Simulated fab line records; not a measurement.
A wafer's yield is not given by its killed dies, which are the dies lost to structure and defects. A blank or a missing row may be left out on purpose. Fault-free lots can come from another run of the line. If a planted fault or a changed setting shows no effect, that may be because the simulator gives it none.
Problem report, 8D (eight disciplines) form, completed by code -- flow rit_cmos -- the parts of the form that need people (team, actions taken, sign-off) are left out

== 1. THE ISSUE ==
chamber_pressure_mTorr at RIT_NLDD_STRIP_09 reads a mean of 3198 mTorr on 6 wafers of 2 lots; wafers without a fault read 4000 mTorr with a standard deviation of 4. That is -99 or more standard deviations from the usual mean.
The step: strips in O2, time 180 s.
The first sign was on wafer L312.1 at day 4 01:32, on plasma_asher-03. Wafers with a number at this step in the record: 42, from 14 lots. The rule behind "out" and "out of limits": a value lying over 4 standard deviations away from the usual mean. The rest of the wafers with a number are treated as sound.

== 2. WHAT IT IS, AND WHAT IT ISN'T ==
question,is,is not
which readings at this step,chamber_pressure_mTorr,drypump_motor_current_A
which lots,"L312, L314","L306, L307, L308, L309, L316, L319, L322, L325, L326, L327, L328, L329"
which wafers of those lots,all that have a number,-
read on which tools,plasma_asher-03,"plasma_asher-02, plasma_asher-04"
when,from day 4 01:32,"up to then (12 sound wafers); but 24 sound wafers of L316, L319, L322, L325, L326, L327, L328, L329 came after"

== 3. SUSPECTS, AND WHAT RULES EACH OUT ==
Counting: a tool at any process step up to the reading remains a suspect when it ran all the lots that are out and ran no sound lot after the first of those.
- plasma_asher-03 at RIT_NLDD_STRIP_09 (strips in O2, time 180 s): ruled out as a lasting fault. The sound lots L327 went through it after L312, its earliest lot that is out (day 4 01:32).
Left after counting: nothing in the record.

== 4. THE CAUSE (what the simulator had put in) ==
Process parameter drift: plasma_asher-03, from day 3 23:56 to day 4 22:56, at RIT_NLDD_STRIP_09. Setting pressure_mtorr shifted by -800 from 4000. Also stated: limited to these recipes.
Counting ruled it out, wrongly.

== 5. THE CHAIN OF EFFECTS, in route order ==
Each row: a reading where the mean over the struck wafers with a number is more than 3 standard deviations away from the usual. Readings are gone through only where the record gives a usual standard deviation; hours: the median, over the lots, of the time from a lot's start at the first step in this table giving one to that lot's start at this step; sigmas: the change measured in usual standard deviations.
hours,step,reading,usual,on struck wafers,change,sigmas
0,RIT_NLDD_STRIP_09,chamber_pressure_mTorr,4000 mTorr,3198,-802,-99 or more
The process steps in it:
- RIT_NLDD_STRIP_09: strips in O2, time 180 s.

== 6. HOW IT WOULD HAVE BEEN CAUGHT EARLIER ==
2 hours passed between the start of the fault at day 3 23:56 and the first reading out of limits in this record, taken at day 4 01:32.
